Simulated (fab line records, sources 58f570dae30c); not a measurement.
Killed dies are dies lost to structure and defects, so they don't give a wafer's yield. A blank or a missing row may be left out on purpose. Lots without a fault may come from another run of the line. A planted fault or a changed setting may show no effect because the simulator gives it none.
Which tool did it? | flow berkeley_cmos170 | 14 lots, 42 wafers sampled, at 1 step of a route of 331

WHAT THE GAUGES READ, wafer by wafer
The record holds no reading of a measuring or inspecting step that can be judged against a usual standard deviation.

WHICH TOOL RAN EACH LOT (tool, then ch and the chambers of the sampled wafers, then the start)
lot  | UCB170_PVT_STRIP_08
L546 | plasma_asher-03 ch 0,1, day 7 00:34
L548 | plasma_asher-04 ch 0,1, day 7 05:34
L547 | plasma_asher-03 ch 0,1, day 7 07:24
L550 | plasma_asher-04 ch 0,1, day 8 12:59
L551 | plasma_asher-03 ch 0, day 8 13:53
L553 | plasma_asher-03 ch 0,1, day 8 15:06
L557 | plasma_asher-01 ch 0,1, day 9 00:05
L554 | plasma_asher-04 ch 0,1, day 9 00:22
L555 | plasma_asher-03 ch 0, day 9 00:38
L556 | plasma_asher-04 ch 0,1, day 9 01:22
L561 | plasma_asher-01 ch 0,1, day 10 05:25
L559 | plasma_asher-03 ch 0,1, day 10 05:41
L567 | plasma_asher-01 ch 0,1, day 10 20:04
L565 | plasma_asher-04 ch 0, day 10 20:11
- UCB170_PVT_STRIP_08: strips in O2.

WHAT THE TOOLS THEMSELVES READ (means of the sampled wafers that have a number; where no wafer has one, the mark that the record gives instead)
UCB170_PVT_STRIP_08. Usual: drypump_motor_current_A 5.6 A, standard deviation 0.35; oes_product_au 0.735 a.u., standard deviation 0.0044; strip_time_to_endpoint_s 21.63 s, standard deviation 0.086.
lot  | tool            | drypump_motor_current_A (A) | oes_product_au (a.u.) | strip_time_to_endpoint_s (s) | flag
L546 | plasma_asher-03 | 5.6                         | 0.734                 | 21.64                        |
L548 | plasma_asher-04 | 5.3                         | 0.734                 | 21.60                        |
L547 | plasma_asher-03 | 5.7                         | 0.733                 | 21.53                        |
L550 | plasma_asher-04 | 5.2                         | 0.734                 | 21.63                        |
L551 | plasma_asher-03 | 6.0                         | 0.735                 | 21.63                        |
L553 | plasma_asher-03 | 5.8                         | 0.733                 | 21.66                        |
L557 | plasma_asher-01 | 6.0                         | 0.736                 | 21.61                        |
L554 | plasma_asher-04 | 5.3                         | 0.736                 | 21.56                        |
L555 | plasma_asher-03 | 6.0                         | 0.673                 | 21.71                        | OFF
L556 | plasma_asher-04 | 5.2                         | 0.735                 | 21.67                        |
L561 | plasma_asher-01 | 6.0                         | 0.735                 | 21.72                        |
L559 | plasma_asher-03 | 5.6                         | 0.684                 | 21.59                        | OFF
L567 | plasma_asher-01 | 5.9                         | 0.732                 | 21.59                        |
L565 | plasma_asher-04 | 5.1                         | 0.738                 | 21.68                        |

THE ANSWER, worked out from the rows above alone
Rule: a lot is off if the mean of its wafers that have a number lies more than 3 standard deviations from the usual mean. A lot without any number at a reading at which 4 lots or more have one is off too. The other lots that the step has rows for count as sound. The gauges are gone through in route order, then the tools' own readings, and for those a lot's mean is taken as printed above. The first step at which some lot is off is used, and at that step the reading that is off furthest; a lot without a number counts as furthest.
Off: L555, L559, at UCB170_PVT_STRIP_08 (oes_product_au).
A tool fits if, at that step or a process step before it, it ran every lot that is off, and no sound lot after the first of them. One fits: plasma_asher-03 at UCB170_PVT_STRIP_08. Its last sound lot is L553 (day 8 15:06), its first lot that is off L555 (day 9 00:38): a fault that began between those two fits.
The tool's own readings at UCB170_PVT_STRIP_08 bear it out: on the lots that are off they differ by more than 5 times the standard deviation of the sound lots' means. oes_product_au reads 0.679 a.u. there against 0.735 a.u. on the sound lots.

WHAT THE SIMULATOR HAD PUT IN
Process parameter drift: plasma_asher-03, from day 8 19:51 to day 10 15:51, at UCB170_PVT_STRIP_08. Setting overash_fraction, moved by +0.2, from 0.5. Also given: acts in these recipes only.
Lots struck among those shown: L555, L559. The rule above found the same.
